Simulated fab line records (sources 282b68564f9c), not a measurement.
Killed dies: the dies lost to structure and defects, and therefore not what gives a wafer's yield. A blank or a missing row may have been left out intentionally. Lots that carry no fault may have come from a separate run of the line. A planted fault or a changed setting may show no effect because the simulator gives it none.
fab line records | flow rit-cmos
record: lots: 6 | wafers: 18 | last-day: 6
route steps=202 shown CONTACT@176 M1@184
lots that met no fault: taken from a fault-free run of the same line
start-h: hours from the record's first day to the start of the lot's first wafer shown | wait-h: hours from the lot's prior step to this one | " same as the row above | L1.1+2: a row that stands for several wafers | - either no value or no given start | * or withheld: withheld | < > ~ a bound
route shown NAME@n: NAME is a module with steps in the file, n the number in the route of the first one | usual: average and standard deviation across the fault-free wafers | same: alike in all rows | chamber/n: place in a boat | sites: per-site readings | _std_site: the standard deviation of these | _edge_site: outer sites' mean less inner sites' | radius-mm: for every site, how far away it sits from the centre of the wafer | mask NAME#n: copy n | behind: the tool/chamber that last shaped the wafer | hold: what put the lot on hold/how long, in hours/how the hold closed | device: the transistor (n, p or np) that didn't switch | end of line: the same wafers' tests at the end of the route | where a step has no rows: the recipe by itself | killed: at the first sort, the dies lost to defects and structure; wafer yield is something else | map: a wafer's dies, marking killed ones x, the rest . and places with no die _
set.NAME: the setting the step ran with; set.NAME@STEP: the setting that earlier step ran with | model.NAME: the simulator's own value behind a step, which no gauge read
lots at selected steps of the route; one table per step, one row per wafer
services: a tool's chamber out of use, with start hour (start-h, from the record's first day; less than 0 if before it), hours out, and reason
== steps ==
step: RIT_CONTACT_CD_MEAS_08
recipe: target-cd-nm: 1000
usual: cd-nm: 999.9/2
lot.wafer | tool      | chamber | start-h | wait-h | cd-nm
L936.4    | cd-sem-01 | -       | 79.38   | -      | 1002.9
L936.5    | "         | -       | "       | "      | 1004.7
L936.6    | "         | -       | "       | "      | 1003.6
L938.1    | cd-sem-01 | -       | 91.00   | -      | 1000.3
L938.2    | "         | -       | "       | "      | 997.7
L938.4    | "         | -       | "       | "      | 1000.2
L939.1    | cd-sem-01 | -       | 97.48   | -      | 999.8
L939.5    | "         | -       | "       | "      | 1000.5
L939.6    | "         | -       | "       | "      | 998.0
L940.2    | cd-sem-01 | -       | 100.13  | -      | 999.0
L940.3    | "         | -       | "       | "      | 998.8
L940.4    | "         | -       | "       | "      | 999.9
L947.1    | cd-sem-02 | -       | 134.71  | -      | 1001.6
L947.3    | "         | -       | "       | "      | 1004.8
L947.5    | "         | -       | "       | "      | 1001.2
L948.1    | cd-sem-01 | -       | 141.99  | -      | 1000.3
L948.2    | "         | -       | "       | "      | 999.0
L948.6    | "         | -       | "       | "      | 998.4
step: RIT_CONTACT_OVL_MEAS_09
usual: CONTACT_OVL: -0.2/1.4
lot.wafer | tool       | chamber | start-h | wait-h | CONTACT_OVL[nm]
L936.4    | overlay-01 | -       | 79.46   | 0.1    | 0.7
L936.5    | "          | -       | "       | "      | -0.1
L936.6    | "          | -       | "       | "      | -0.7
L938.1    | overlay-02 | -       | 91.12   | 0.1    | -0.9
L938.2    | "          | -       | "       | "      | -1.9
L938.4    | "          | -       | "       | "      | -1.6
L939.1    | overlay-01 | -       | 97.60   | 0.1    | -1.3
L939.5    | "          | -       | "       | "      | 0.3
L939.6    | "          | -       | "       | "      | 1.4
L940.2    | overlay-02 | -       | 100.24  | 0.1    | -1.9
L940.3    | "          | -       | "       | "      | -2.3
L940.4    | "          | -       | "       | "      | -1.4
L947.1    | overlay-02 | -       | 134.83  | 0.1    | -0.6
L947.3    | "          | -       | "       | "      | -2.0
L947.5    | "          | -       | "       | "      | -1.6
L948.1    | overlay-01 | -       | 142.11  | 0.1    | -1.7
L948.2    | "          | -       | "       | "      | 1.1
L948.6    | "          | -       | "       | "      | -1.0
step: RIT_CONTACT_HARDBAKE_10
recipe: resist: NOVOLAK | temp-c: 140 | time-s: 60
step: RIT_CONTACT_ETCH_11
recipe: target-depth-a: 4800 | over-etch-frac: 0.2 | stop-on: TiSi2 | chemistry: CHF3/CF4/Ar | target: SiO2 | CHF3_flow_sccm: 50 | cf4-flow-sccm: 10 | Ar_flow_sccm: 100 | O2_flow_sccm: 5 | pressure-mtorr: 100 | rf-w: 200 | time-s: 320
usual: drypump-motor-current-A: 5.57/0.24 | oes-product-au: 0.994/0.017 | throttle-valve-pct: 8.81/0.13
lot.wafer | tool        | chamber | start-h | wait-h | drypump-motor-current-A | oes-product-au | rf-hours-counter-h | throttle-valve-pct
L936.4    | rie-diel-01 | 2       | 79.78   | 0.1    | 6.03                    | 0.993          | -                  | 9.00
L936.5    | "           | 1       | "       | "      | 5.40                    | 1.017          | -                  | 8.66
L936.6    | "           | 0       | "       | "      | 5.78                    | 1.008          | -                  | 8.87
L938.1    | rie-diel-02 | 3       | 91.31   | 0.1    | 5.57                    | 0.985          | 167                | 8.94
L938.2    | "           | 0       | "       | "      | 5.61                    | 0.992          | 22                 | 8.82
L938.4    | "           | 2       | "       | "      | 5.44                    | 0.975          | -                  | 8.94
L939.1    | rie-diel-02 | 3       | 97.91   | 0.1    | 5.55                    | 0.989          | 167                | 8.94
L939.5    | "           | 0       | "       | "      | 5.57                    | 0.986          | -                  | 8.82
L939.6    | "           | 2       | "       | "      | 5.43                    | 0.980          | -                  | 8.94
L940.2    | rie-diel-01 | 0       | 100.42  | 0.1    | 5.79                    | 1.007          | 102                | 8.86
L940.3    | "           | 2       | "       | "      | 6.06                    | 1.001          | 92                 | 9.00
L940.4    | "           | 3       | "       | "      | 4.98                    | 0.967          | 8                  | 8.90
L947.1    | rie-diel-04 | 1       | 135.01  | 0.1    | 5.79                    | 1.002          | 63                 | 8.92
L947.3    | "           | 2       | "       | "      | 5.38                    | 0.976          | 71                 | 8.63
L947.5    | "           | 2       | "       | "      | 5.39                    | 0.970          | -                  | 8.59
L948.1    | rie-diel-04 | 0       | 142.29  | 0.1    | 5.78                    | 1.001          | 139                | 8.66
L948.2    | "           | 1       | "       | "      | 5.81                    | 0.992          | 64                 | 8.95
L948.6    | "           | 0       | "       | "      | 5.81                    | 1.006          | -                  | 8.66
step: RIT_CONTACT_STRIP_12
recipe: chemistry: O2 | time-s: 180 | resist: NOVOLAK | platen-temp-c: withheld | power-w: 500 | pressure-mtorr: 4000 | o2-flow-sccm: 4000
usual: drypump-motor-current-A: 5.88/0.21 | o2-flow-sccm: 4001/11
lot.wafer | tool            | chamber | start-h | wait-h | drypump-motor-current-A | o2-flow-sccm | rf-hours-counter-h
L936.4    | plasma-asher-03 | 0       | 79.94   | 0.1    | 6.07                    | 4007         | -
L936.5    | "               | 0       | "       | "      | 6.08                    | 4011         | -
L936.6    | "               | 1       | "       | "      | 5.79                    | 3988         | -
L938.1    | plasma-asher-02 | 0       | 91.50   | 0.1    | 5.83                    | 4007         | 45
L938.2    | "               | 1       | "       | "      | 6.14                    | 3999         | 45
L938.4    | "               | 0       | "       | "      | 5.86                    | 4002         | -
L939.1    | plasma-asher-03 | 1       | 98.10   | 0.1    | 5.81                    | 4014         | 31
L939.5    | "               | 1       | "       | "      | 5.83                    | 4008         | -
L939.6    | "               | 0       | "       | "      | 6.04                    | 3989         | -
L940.2    | plasma-asher-04 | 0       | 100.61  | 0.1    | 5.44                    | 4000         | 45
L940.3    | "               | 1       | "       | "      | 5.55                    | 4010         | -
L940.4    | "               | 0       | "       | "      | 5.45                    | 4008         | -
L947.1    | plasma-asher-03 | 1       | 135.21  | 0.1    | 5.80                    | 3992         | 35
L947.3    | "               | 0       | "       | "      | 6.05                    | 4008         | -
L947.5    | "               | 1       | "       | "      | 5.80                    | 3993         | -
L948.1    | plasma-asher-03 | 0       | 142.49  | 0.1    | 6.05                    | 3982         | 36
L948.2    | "               | 1       | "       | "      | 5.81                    | 3991         | 36
L948.6    | "               | 0       | "       | "      | 6.04                    | 3994         | -
step: RIT_CONTACT_CD_MEAS_90
recipe: target-cd-nm: 1000
usual: cd-nm: 999.9/2.1
lot.wafer | tool      | chamber | start-h | wait-h | cd-nm
L936.4    | cd-sem-01 | -       | 80.11   | 0.1    | 1002.8
L936.5    | "         | -       | "       | "      | 1005.2
L936.6    | "         | -       | "       | "      | 1003.1
L938.1    | cd-sem-01 | -       | 91.68   | 0.1    | 1000.3
L938.2    | "         | -       | "       | "      | 997.5
L938.4    | "         | -       | "       | "      | 999.3
L939.1    | cd-sem-01 | -       | 98.28   | 0.1    | 999.2
L939.5    | "         | -       | "       | "      | 1000.4
L939.6    | "         | -       | "       | "      | 997.6
L940.2    | cd-sem-02 | -       | 100.81  | 0.1    | 999.5
L940.3    | "         | -       | "       | "      | 999.0
L940.4    | "         | -       | "       | "      | 999.4
L947.1    | cd-sem-02 | -       | 135.38  | 0.1    | 1001.8
L947.3    | "         | -       | "       | "      | 1005.2
L947.5    | "         | -       | "       | "      | 1001.2
L948.1    | cd-sem-02 | -       | 142.66  | 0.1    | 1000.9
L948.2    | "         | -       | "       | "      | 999.4
L948.6    | "         | -       | "       | "      | 999.4
step: RIT_CONTACT_CLEAN_13
recipe: chemistry: SC1 | mix: 3:3:50 | time-s: 617.9 | temp-c: 75
step: RIT_CONTACT_CLEAN_14
recipe: chemistry: SC2 | mix: 3:3:50 | time-s: 600 | temp-c: 75 | dry: n2-spin
step: RIT_M1_SPUTTER_00
recipe: material: Al | target-thk-nm: 400 | power-w: 2000 | chamber-pressure-pa: 0.4 | gas: Ar | time-s: 500 | substrate-temp-c: 25
usual: throttle-valve-pct: 30.4/0.85
lot.wafer | tool           | chamber | start-h | wait-h | throttle-valve-pct
L936.4    | pvd-sputter-04 | -       | 80.52   | 0.0    | 29.5
L936.5    | "              | -       | "       | "      | 29.2
L936.6    | "              | -       | "       | "      | 31.2
L938.1    | pvd-sputter-02 | -       | 92.15   | 0.0    | 31.7
L938.2    | "              | -       | "       | "      | 29.7
L938.4    | "              | -       | "       | "      | 31.1
L939.1    | pvd-sputter-03 | -       | 98.75   | 0.0    | 31.7
L939.5    | "              | -       | "       | "      | 29.4
L939.6    | "              | -       | "       | "      | 30.1
L940.2    | pvd-sputter-02 | -       | 101.26  | 0.0    | 29.4
L940.3    | "              | -       | "       | "      | 30.6
L940.4    | "              | -       | "       | "      | 31.1
L947.1    | pvd-sputter-04 | -       | 135.85  | 0.0    | 29.5
L947.3    | "              | -       | "       | "      | 29.4
L947.5    | "              | -       | "       | "      | 31.0
L948.1    | pvd-sputter-02 | -       | 143.13  | 0.0    | 31.2
L948.2    | "              | -       | "       | "      | 30.6
L948.6    | "              | -       | "       | "      | 31.2
step: RIT_M1_RS_MEAS_01
recipe: thk-meas-gauge: four-point-probe | reads: Al_of_M1_SPUTTER_00
usual: M1_AL_RS: 0.0734/0.00091
lot.wafer | tool          | chamber | start-h | wait-h | M1_AL_RS[ohm/sq]
L936.4    | film-metro-02 | -       | 80.88   | 0.2    | 0.0726
L936.5    | "             | -       | "       | "      | 0.0732
L936.6    | "             | -       | "       | "      | 0.0733
L938.1    | film-metro-02 | -       | 92.44   | 0.1    | 0.0732
L938.2    | "             | -       | "       | "      | 0.0737
L938.4    | "             | -       | "       | "      | 0.0728
L939.1    | film-metro-03 | -       | 99.04   | 0.1    | 0.0747
L939.5    | "             | -       | "       | "      | 0.0743
L939.6    | "             | -       | "       | "      | 0.0739
L940.2    | film-metro-02 | -       | 101.57  | 0.2    | 0.0745
L940.3    | "             | -       | "       | "      | 0.0729
L940.4    | "             | -       | "       | "      | 0.0740
L947.1    | film-metro-01 | -       | 136.15  | 0.1    | 0.0740
L947.3    | "             | -       | "       | "      | 0.0733
L947.5    | "             | -       | "       | "      | 0.0747
L948.1    | film-metro-03 | -       | 143.43  | 0.1    | 0.0728
L948.2    | "             | -       | "       | "      | 0.0718
L948.6    | "             | -       | "       | "      | 0.0724
step: RIT_M1_THK_MEAS_02
recipe: thk-meas-gauge: xrf | reads: Al_of_M1_SPUTTER_00
usual: M1_AL_THK: 400/5.4
lot.wafer | tool          | chamber | start-h | wait-h | M1_AL_THK[nm]
L936.4    | film-metro-02 | -       | 80.97   | 0.1    | 404
L936.5    | "             | -       | "       | "      | 400
L936.6    | "             | -       | "       | "      | 401
L938.1    | film-metro-02 | -       | 92.56   | 0.1    | 402
L938.2    | "             | -       | "       | "      | 399
L938.4    | "             | -       | "       | "      | 402
L939.1    | film-metro-03 | -       | 99.16   | 0.1    | 392
L939.5    | "             | -       | "       | "      | 394
L939.6    | "             | -       | "       | "      | 395
L940.2    | film-metro-02 | -       | 101.68  | 0.1    | 392
L940.3    | "             | -       | "       | "      | 402
L940.4    | "             | -       | "       | "      | 394
L947.1    | film-metro-01 | -       | 136.27  | 0.1    | 396
L947.3    | "             | -       | "       | "      | 402
L947.5    | "             | -       | "       | "      | 396
L948.1    | film-metro-03 | -       | 143.55  | 0.1    | 404
L948.2    | "             | -       | "       | "      | 409
L948.6    | "             | -       | "       | "      | 407
step: RIT_M1_HMDS_03
recipe: prime-time-s: 60 | prime-temp-c: 140
step: RIT_M1_COAT_04
recipe: resist: NOVOLAK | spin-rpm: 2000 | resist-thk-nm: 1300
usual: spin-speed-rpm: 2000.2/1.2
lot.wafer | tool           | chamber | start-h | wait-h | spin-speed-rpm | model.NOVOLAK_of_M1_COAT_04.thk-nm
L936.4    | litho-track-02 | 0       | 81.22   | 0.1    | 1999.4         | 1306
L936.5    | "              | 0       | "       | "      | 2000.1         | 1308
L936.6    | "              | 0       | "       | "      | 1998.9         | 1308
L938.1    | litho-track-02 | 0       | 92.77   | 0.1    | 1999.2         | 1299
L938.2    | "              | 0       | "       | "      | 1999.0         | 1297
L938.4    | "              | 0       | "       | "      | 1998.0         | 1302
L939.1    | litho-track-04 | 0       | 99.37   | 0.1    | 1997.6         | 1297
L939.5    | "              | 0       | "       | "      | 2001.3         | 1297
L939.6    | "              | 0       | "       | "      | 1998.9         | 1303
L940.2    | litho-track-02 | 0       | 101.91  | 0.1    | 1852.0         | 1354
L940.3    | "              | 0       | "       | "      | 1853.1         | 1354
L940.4    | "              | 0       | "       | "      | 1851.8         | 1352
L947.1    | litho-track-04 | 0       | 136.48  | 0.1    | 2000.4         | 1301
L947.3    | "              | 0       | "       | "      | 2001.8         | 1304
L947.5    | "              | 0       | "       | "      | 1999.0         | 1302
L948.1    | litho-track-02 | 0       | 143.76  | 0.1    | 1850.9         | 1352
L948.2    | "              | 0       | "       | "      | 1851.2         | 1350
L948.6    | "              | 0       | "       | "      | 1852.7         | 1350
step: RIT_M1_SOFTBAKE_05
recipe: resist: NOVOLAK | temp-c: 90 | time-s: 60
step: RIT_M1_EXPOSE_06
recipe: mask-id: M12 | na: 0.6 | source-shape: conventional | sigma-outer: 0.5 | target-cd-nm: 2600 | dose-mj: 250
step: RIT_M1_PEB_07
recipe: resist: NOVOLAK | temp-c: withheld | time-s: withheld
step: RIT_M1_DEVELOP_08
recipe: resist: NOVOLAK | develop-time-s: 68 | dev-temp-c: 23
step: RIT_M1_CD_MEAS_09
recipe: target-cd-nm: 2600
usual: cd-nm: 2600.3/2.1
lot.wafer | tool      | chamber | start-h | wait-h | cd-nm
L936.4    | cd-sem-01 | -       | 82.06   | -      | 2601.6
L936.5    | "         | -       | "       | "      | 2601.2
L936.6    | "         | -       | "       | "      | 2601.1
L938.1    | cd-sem-01 | -       | 93.50   | -      | 2601.6
L938.2    | "         | -       | "       | "      | 2602.9
L938.4    | "         | -       | "       | "      | 2602.4
L939.1    | cd-sem-01 | -       | 100.35  | -      | 2601.3
L939.5    | "         | -       | "       | "      | 2600.8
L939.6    | "         | -       | "       | "      | 2601.2
L940.2    | cd-sem-02 | -       | 102.83  | -      | 2602.9
L940.3    | "         | -       | "       | "      | 2603.1
L940.4    | "         | -       | "       | "      | 2603.4
L947.1    | cd-sem-01 | -       | 137.33  | -      | 2603.5
L947.3    | "         | -       | "       | "      | 2601.4
L947.5    | "         | -       | "       | "      | 2603.2
L948.1    | cd-sem-01 | -       | 144.49  | -      | 2605.4
L948.2    | "         | -       | "       | "      | 2606.3
L948.6    | "         | -       | "       | "      | 2604.4
step: RIT_M1_OVL_MEAS_10
usual: M1_OVL: -0.9/1.5
lot.wafer | tool       | chamber | start-h | wait-h | M1_OVL[nm]
L936.4    | overlay-02 | -       | 82.14   | 0.1    | 1.3
L936.5    | "          | -       | "       | "      | 1.8
L936.6    | "          | -       | "       | "      | 1.1
L938.1    | overlay-01 | -       | 93.62   | 0.1    | 0.8
L938.2    | "          | -       | "       | "      | -0.3
L938.4    | "          | -       | "       | "      | -0.6
L939.1    | overlay-01 | -       | 100.47  | 0.1    | -1.4
L939.5    | "          | -       | "       | "      | -0.3
L939.6    | "          | -       | "       | "      | 2.3
L940.2    | overlay-01 | -       | 102.94  | 0.1    | -2.9
L940.3    | "          | -       | "       | "      | -2.4
L940.4    | "          | -       | "       | "      | -1.3
L947.1    | overlay-02 | -       | 137.45  | 0.1    | -2.5
L947.3    | "          | -       | "       | "      | -0.5
L947.5    | "          | -       | "       | "      | -1.3
L948.1    | overlay-01 | -       | 144.61  | 0.1    | -2.3
L948.2    | "          | -       | "       | "      | 0.0
L948.6    | "          | -       | "       | "      | -0.2
step: RIT_M1_HARDBAKE_11
recipe: resist: NOVOLAK | temp-c: 140 | time-s: 120
step: RIT_M1_METAL_ETCH_12
recipe: stop-on: SiO2 | chemistry: Cl2/BCl3 | target: Al | time-s: 165 | over-etch-frac: 0.5 | pressure-mtorr: 100 | target-depth-a: 6000 | rf-w: 256.9 | Cl2_flow_sccm: 60 | bcl3-flow-sccm: 50
usual: drypump-motor-current-A: 5.88/0.26 | mfc-cl2-sccm: 60.02/0.16 | oes-product-au: 0.782/0.014 | throttle-valve-pct: 8.26/0.092
lot.wafer | tool         | chamber | start-h | wait-h | drypump-motor-current-A | mfc-cl2-sccm | oes-product-au | rf-hours-counter-h | throttle-valve-pct | model.NOVOLAK_of_M1_COAT_04.thk-nm
L936.4    | rie-metal-01 | 0       | 82.46   | 0.1    | 5.62                    | 59.96        | 0.786          | -                  | 8.37               | 799.6
L936.5    | "            | 1       | "       | "      | 5.94                    | 60.01        | 0.781          | -                  | 8.11               | 798.2
L936.6    | "            | 0       | "       | "      | 5.66                    | 59.91        | 0.785          | -                  | 8.39               | 804.4
L938.1    | rie-metal-04 | 0       | 93.91   | 0.2    | 5.91                    | 59.79        | 0.781          | 4                  | 8.20               | 786.7
L938.2    | "            | 1       | "       | "      | 5.52                    | 59.91        | 0.756          | 4                  | 8.20               | 810.4
L938.4    | "            | 0       | "       | "      | 5.92                    | 59.93        | 0.782          | -                  | 8.21               | 793.4
L939.1    | rie-metal-01 | 1       | 100.76  | 0.2    | 5.94                    | 60.08        | 0.767          | 35                 | 8.10               | 789.8
L939.5    | "            | 0       | "       | "      | 5.62                    | 59.94        | 0.775          | -                  | 8.37               | 794.5
L939.6    | "            | 1       | "       | "      | 5.92                    | 60.15        | 0.764          | -                  | 8.12               | 794.9
L940.2    | rie-metal-02 | 1       | 103.22  | 0.2    | 5.87                    | 60.17        | 0.776          | 3                  | 8.35               | 846.5
L940.3    | "            | 0       | "       | "      | 6.36                    | 59.89        | 0.800          | -                  | 8.28               | 835.3
L940.4    | "            | 1       | "       | "      | 5.86                    | 60.16        | 0.788          | -                  | 8.36               | 844.5
L947.1    | rie-metal-04 | 1       | 137.74  | 0.2    | 5.53                    | 59.74        | 0.764          | 5                  | 8.20               | 817.1
L947.3    | "            | 0       | "       | "      | 5.93                    | 59.98        | 0.777          | -                  | 8.19               | 793
L947.5    | "            | 1       | "       | "      | 5.54                    | 59.84        | 0.753          | -                  | 8.19               | 815.6
L948.1    | rie-metal-02 | 0       | 144.89  | 0.2    | 6.30                    | 60.14        | 0.796          | 3                  | 8.27               | 837.8
L948.2    | "            | 1       | "       | "      | 5.87                    | 59.88        | 0.792          | 3                  | 8.36               | 842.7
L948.6    | "            | 0       | "       | "      | 6.33                    | 60.00        | 0.810          | -                  | 8.28               | 834.5
step: RIT_M1_STRIP_13
recipe: chemistry: nmp | resist: NOVOLAK | temp-c: 80 | time-s: 600 | dry: n2-spin
step: RIT_M1_PROBE_99
usual: defect-limited-yield: 97.2/0.95 | killed-at-contacts: 0.0/0.2 | killed-at-front-end: 7.2/2.5 | killed-dies: 7.3/2.5 | killed-open: 3.8/1.9 | killed-short: 3.5/1.8 | sort_bin_3_pad_short: 0.1/0.23 | sort_bin_5_function: 1.6/0.74 | sort_bin_6_memory: 1.0/0.65 | sort-n-pass: 256.7/2.5 | sort-yield-pct: 97.2/0.95
same: gross-dies: 264 | killed_at_M0_to_M3: 0 | killed_at_M4_up: 0 | killed-at-back-side: 0 | killed-at-other: 0
lot.wafer | tool      | chamber | start-h | wait-h | defect-limited-yield[%] | killed-at-contacts | killed-at-front-end | killed-dies | killed-open | killed-short | sort_bin_3_pad_short[%] | sort_bin_5_function[%] | sort_bin_6_memory[%] | sort-n-pass | sort-yield-pct[%]
L936.4    | prober-02 | -       | 84.81   | 0.2    | 98.9                    | 0                  | 3                   | 3           | 3           | 0            | 0                       | 1.1                    | 0                    | 261.0       | 98.9
L936.5    | prober-02 | -       | 84.86   | 0.2    | 97.3                    | 0                  | 7                   | 7           | 4           | 3            | 0                       | 0.4                    | 2.3                  | 257.0       | 97.3
L936.6    | prober-02 | -       | 84.91   | 0.2    | 98.1                    | 0                  | 5                   | 5           | 4           | 1            | 0                       | 1.9                    | 0                    | 259.0       | 98.1
L938.1    | prober-02 | -       | 96.18   | 0.1    | 97.0                    | 0                  | 8                   | 8           | 5           | 3            | 0                       | 1.1                    | 1.9                  | 256.0       | 97.0
L938.2    | prober-02 | -       | 96.23   | 0.1    | 97.7                    | 0                  | 6                   | 6           | 3           | 3            | 0                       | 1.9                    | 0.4                  | 258.0       | 97.7
L938.4    | prober-02 | -       | 96.33   | 0.2    | 98.9                    | 0                  | 3                   | 3           | 1           | 1            | 0                       | 0.8                    | 0.4                  | 261.0       | 98.9
L939.1    | prober-01 | -       | 103.03  | 0.1    | 96.2                    | 0                  | 10                  | 10          | 3           | 7            | 0                       | 2.7                    | 1.1                  | 254.0       | 96.2
L939.5    | prober-01 | -       | 103.23  | 0.2    | 97.3                    | 0                  | 7                   | 7           | 3           | 4            | 0.4                     | 0.8                    | 1.5                  | 257.0       | 97.3
L939.6    | prober-01 | -       | 103.28  | 0.2    | 96.6                    | 0                  | 9                   | 9           | 2           | 7            | 0                       | 2.7                    | 0.8                  | 255.0       | 96.6
L940.2    | prober-02 | -       | 105.52  | 0.1    | 98.9                    | 0                  | 3                   | 3           | 3           | 0            | 0                       | 0.4                    | 0.8                  | 261.0       | 98.9
L940.3    | prober-02 | -       | 105.57  | 0.2    | 96.2                    | 0                  | 10                  | 10          | 5           | 5            | 0                       | 1.5                    | 2.3                  | 254.0       | 96.2
L940.4    | prober-02 | -       | 105.62  | 0.2    | 97.3                    | 0                  | 7                   | 7           | 4           | 3            | 0                       | 1.9                    | 0.8                  | 257.0       | 97.3
L948.1    | prober-01 | -       | 147.15  | 0.1    | 97.0                    | 0                  | 8                   | 8           | 2           | 6            | 0                       | 1.9                    | 1.1                  | 256.0       | 97.0
L948.2    | prober-01 | -       | 147.20  | 0.1    | 98.9                    | 0                  | 3                   | 3           | 2           | 1            | 0                       | 1.1                    | 0                    | 261.0       | 98.9
L948.6    | prober-01 | -       | 147.40  | 0.2    | 96.6                    | 0                  | 9                   | 9           | 5           | 4            | 0                       | 2.3                    | 1.1                  | 255.0       | 96.6
killed by level:class
L936.4 FOX1:geometric-particle:open=2 GATE:geometric-particle:open=1
L936.5 GATE:geometric-particle:open=2 FOX1:geometric-particle:open=1 FOX2:geometric-particle:short=1 REOX:geometric-particle:short=1 SILICIDE:geometric-particle:short=1 SILICIDE:geometric-particle:open=1
L936.6 FOX1:geometric-particle:open=2 GATE:geometric-particle:open=1 REOX:geometric-particle:open=1 SILICIDE:geometric-particle:short=1
L938.1 SILICIDE:geometric-particle:open=5 FOX2:geometric-particle:short=1 SPACER:geometric-particle:short=1 SILICIDE:geometric-particle:short=1
L938.2 FOX1:geometric-particle:open=2 GATE:geometric-particle:short=2 SPACER:geometric-particle:short=1 SILICIDE:geometric-particle:open=1
L938.4 FOX1:geometric-particle:open=1 SILICIDE:geometric-particle:short=1 GATE:coat-microbubble-printed=1
L939.1 REOX:geometric-particle:short=4 FOX2:geometric-particle:short=2 REOX:geometric-particle:open=2 GATE:geometric-particle:open=1 SILICIDE:geometric-particle:short=1
L939.5 GATE:geometric-particle:short=3 FOX1:geometric-particle:open=2 GATE:geometric-particle:open=1 REOX:geometric-particle:short=1
L939.6 GATE:geometric-particle:short=5 FOX2:geometric-particle:short=1 FOX1:geometric-particle:open=1 SILICIDE:geometric-particle:short=1 SILICIDE:geometric-particle:open=1
L940.2 FOX1:geometric-particle:open=1 GATE:geometric-particle:open=1 REOX:geometric-particle:open=1
L940.3 FOX1:geometric-particle:open=2 GATE:geometric-particle:short=2 ACTIVE:geometric-particle:short=1 FOX2:geometric-particle:short=1 FOX2:geometric-particle:open=1 SPACER:geometric-particle:open=1 SILICIDE:geometric-particle:open=1 SILICIDE:geometric-particle:short=1
L940.4 GATE:geometric-particle:open=3 FOX1:geometric-particle:short=1 FOX2:geometric-particle:open=1 GATE:geometric-particle:short=1 REOX:geometric-particle:short=1
L948.1 GATE:geometric-particle:short=3 FOX1:geometric-particle:short=1 FOX2:geometric-particle:open=1 FOX2:geometric-particle:short=1 SILICIDE:geometric-particle:open=1 SILICIDE:geometric-particle:short=1
L948.2 FOX1:geometric-particle:open=1 GATE:geometric-particle:short=1 GATE:geometric-particle:open=1
L948.6 GATE:geometric-particle:open=2 FOX1:geometric-particle:open=1 FOX1:geometric-particle:short=1 FOX2:geometric-particle:open=1 FOX2:geometric-particle:short=1 GATE:geometric-particle:short=1 REOX:geometric-particle:open=1 SILICIDE:geometric-particle:short=1
== services ==
tool            | chamber | start-h | hours | kind
rie-metal-04    | -       | 56.31   | 0.4   | repair
rie-diel-01     | -       | 70.58   | 2.8   | pm
rie-diel-01     | 3       | 79.01   | 14.1  | repair
plasma-asher-02 | -       | 79.75   | 1.5   | repair
plasma-asher-03 | -       | 80.05   | 2.8   | pm
rie-metal-04    | 1       | 89.95   | 2.7   | repair
rie-metal-01    | 0       | 102.05  | 2.0   | repair
plasma-asher-04 | -       | 108.75  | 9.0   | pm
plasma-asher-04 | 0       | 108.75  | 9.0   | vent-cycle
plasma-asher-04 | 1       | 108.75  | 9.0   | vent-cycle
plasma-asher-04 | 0       | 117.75  | -     | clean
plasma-asher-04 | 1       | 117.75  | -     | clean
rie-metal-01    | -       | 136.12  | 20.0  | pm
rie-metal-01    | 0       | 136.12  | 20.0  | vent-cycle
rie-metal-01    | 1       | 136.12  | 20.0  | vent-cycle
rie-metal-01    | 1       | 142.83  | 7.9   | repair
== key ==
first-sign: step: RIT_M1_COAT_04 | reading: spin-speed-rpm | direction: down | sigmas: 99+ | usual: 2000.2 | struck: 1852.0
effect: step: RIT_M1_CD_MEAS_09 | reading: cd-nm | direction: up | sigmas: 1.9 | usual: 2600.3 | struck: 2604.2
model-effect: step: RIT_M1_COAT_04 | value: NOVOLAK_of_M1_COAT_04.thk-nm | without: 1301 | struck: 1352
model-effect: step: RIT_M1_METAL_ETCH_12 | value: NOVOLAK_of_M1_COAT_04.thk-nm | without: 796.2 | struck: 840.2
met-at RIT_M1_COAT_04
struck-wafers L940.2,L940.3,L940.4,L948.1,L948.2,L948.6
onset-between 92.77 101.91
fault: kind: process-parameter-drift | tool: litho-track-02 | chamber: - | onset-h: 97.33 | steps: RIT_M1_COAT_04 | channel: spin-rpm | offset: -148.55 | shape: step | end-h: 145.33 | acts-in: these-recipes-only | stated: 2000
